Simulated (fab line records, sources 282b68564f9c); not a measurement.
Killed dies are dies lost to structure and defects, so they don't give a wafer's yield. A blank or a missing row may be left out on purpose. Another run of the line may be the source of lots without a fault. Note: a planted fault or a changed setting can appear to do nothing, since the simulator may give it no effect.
Which tool was responsible?    flow rit-cmos    15 lots, 45 wafers sampled, at 2 steps of a route of 202

WHAT THE GAUGES READ, wafer by wafer
No reading from a measuring or inspecting step in the record can be judged against a usual standard deviation.

WHAT TOOL EACH LOT RAN ON (gives the tool, then ch and the chambers of the sampled wafers, and finally the start)
lot   RIT_GATE_OXIDATION_05          RIT_M1_PROBE_99
L208  furnace-01 ch 0, day 2 21:16   -
L209  furnace-03 ch 0, day 3 01:01   -
L211  furnace-03 ch 0, day 3 09:47   -
L212  furnace-04 ch 0, day 3 15:13   -
L213  furnace-01 ch 0, day 3 21:07   -
L215  furnace-04 ch 0, day 4 10:19   -
L219  furnace-04 ch 0, day 5 00:00   prober-02, day 6 03:29
L221  furnace-01 ch 0, day 5 11:47   -
L222  furnace-04 ch 0, day 5 21:10   prober-01, day 6 22:07
L228  furnace-01 ch 0, day 6 19:33   -
L229  furnace-01 ch 0, day 7 01:37   -
L230  furnace-03 ch 0, day 7 05:37   -
L216  furnace-04 ch 0, day 9 11:23   prober-01, day 10 15:44
L217  furnace-03 ch 0, day 9 15:32   prober-02, day 10 20:51
L220  furnace-01 ch 0, day 10 04:03  prober-01, day 11 06:53
- RIT_GATE_OXIDATION_05: target thk 3 nm, ox time 270 s.
- RIT_M1_PROBE_99

AS READ BY THE TOOLS THEMSELVES (means over the sampled wafers that have a number; for cases with no such wafer, the mark the record gives instead)
RIT_GATE_OXIDATION_05.
lot   tool        ox-temp-c (C)  zone-power-source-pct (%)
L208  furnace-01  899.7          27.3
L209  furnace-03  900.6          24.3
L211  furnace-03  899.2          24.4
L212  furnace-04  899.6          29.1
L213  furnace-01  899.8          27.2
L215  furnace-04  900.2          29.4
L219  furnace-04  900.0          29.5
L221  furnace-01  899.4          27.3
L222  furnace-04  899.9          29.5
L228  furnace-01  900.2          27.1
L229  furnace-01  900.3          27.3
L230  furnace-03  900.0          24.7
L216  furnace-04  899.3          29.9
L217  furnace-03  899.6          24.7
L220  furnace-01  900.1          27.2

RIT_M1_PROBE_99.
lot   tool       killed-at-contacts  killed-at-front-end  killed-dies  killed-open  killed-short
L219  prober-02  0.0                 6                    6            3.7          2.0
L222  prober-01  0.0                 9                    9            4.0          5.0
L216  prober-01  0.0                 7                    7            3.3          3.3
L217  prober-02  0.0                 5                    5            2.7          2.3
L220  prober-01  0.0                 8                    8            3.3          4.7

THE ANSWER, worked out from the rows above alone
Rule: usual is defined by the lots themselves. Put in order of their means at a reading, lots are off if they are a third of the lots or fewer, leave a main group of 4 or more, and stand apart from it by a gap of 3 or more times the standard deviation of the main group's means; of several such gaps the widest counts. The tables above print the reading to a certain number of digits; a main group whose means all agree to those digits is not used. A lot without any number at a reading at which 4 lots or more have one is off too. Where the step has rows for the other lots, those lots are counted as sound. The gauges are gone through in route order, then the tools' own readings, and for those a lot's mean is taken as printed above. At the first step where some lot is off, the reading lying furthest off is the one used; lots without a number count as furthest.
No lot is off at any reading shown: from this, nothing can be told.

WHAT THE SIMULATOR HAD PUT IN
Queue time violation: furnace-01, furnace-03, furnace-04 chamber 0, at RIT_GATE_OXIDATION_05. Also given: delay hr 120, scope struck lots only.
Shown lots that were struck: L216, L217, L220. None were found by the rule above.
